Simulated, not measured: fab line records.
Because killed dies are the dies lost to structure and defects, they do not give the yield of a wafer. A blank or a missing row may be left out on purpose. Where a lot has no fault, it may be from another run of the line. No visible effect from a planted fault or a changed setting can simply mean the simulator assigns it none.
A single fault, viewed from 2 desks    flow berkeley_cmos170    what lay behind the numbers comes last; until then each desk has only its own

## AT THE METROLOGY DESK
Lot by lot, what the gauges showed, no matter which tool ran the lot: averages of those sampled wafers that carry a number. The brackets show how far a lot's mean lies from the usual mean; more than 4 standard deviations puts the lot out of limits, marked OUT.
Columns: A = GATE_OXIDE_THK at UCB170_GATE_THK_MEAS_02, usual 6.55 nm
lot   first seen here  A
L277  day 5 13:55      6.46
L278  day 6 05:56      6.71
L280  day 6 23:14      6.30
L281  day 6 23:14      6.54
L284  day 7 02:49      6.34
L283  day 7 02:49      6.47
L282  day 7 09:41      6.36
L285  day 7 09:44      6.60
L294  day 8 22:20      7.30 (+6.3) OUT
L293  day 9 01:10      7.29 (+6.2) OUT
L295  day 9 14:17      6.69
L297  day 10 01:17     6.54
L299  day 10 01:17     6.68
L298  day 10 01:19     6.73
This desk reports L293, L294 out of limits; the earliest was L294 at day 8 22:20 (GATE_OXIDE_THK at UCB170_GATE_THK_MEAS_02). In limits: L277, L278, L280, L281, L284, L283, L282, L285, L295, L297, L299, L298.

## THE TOOL OWNER'S DESK: furnace-04
The tool's own readings at UCB170_GATE_OXIDATION_01 (target thk 6.6 nm, ox time 1800 s): means of the sampled wafers that have a number, for each lot that ran on this tool. The brackets show how far a lot's mean lies from the usual mean; more than 4 standard deviations puts the lot out of limits, marked OUT.
Columns: A = spike_tc_centre_C at UCB170_GATE_OXIDATION_01, usual 851.6 C; B = zone_power_centre_pct at UCB170_GATE_OXIDATION_01, usual 39 %
lot   first seen here  A                B
L280  day 6 21:44      850.8            46
L281  day 6 21:44      851.3            46
L294  day 8 20:50      880.4 (+21) OUT  59 (+4.1) OUT
L293  day 8 23:40      879.5 (+20) OUT  59 (+4.1) OUT
Finding of this desk: L293, L294 out of limits; the first was L294 at day 8 20:50, on spike_tc_centre_C at UCB170_GATE_OXIDATION_01. In limits: L280, L281.

## ALL TOGETHER
An alarm could have come from the tool owner's desk at day 8 20:50, on L293, L294.
On L293, L294, the metrology desk was in a position to raise an alarm at day 8 22:20.
All the named lots went through UCB170_GATE_OXIDATION_01 on furnace-04.

## WHAT WAS PUT IN BY THE SIMULATOR
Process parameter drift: furnace-04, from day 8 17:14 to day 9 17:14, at UCB170_GATE_OXIDATION_01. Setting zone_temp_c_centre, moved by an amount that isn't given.
Lots struck among those shown: L293, L294.
Counting hours from when the fault started, the first reading out of limits came at 4 for the tool owner's desk and at 5 for the metrology desk.
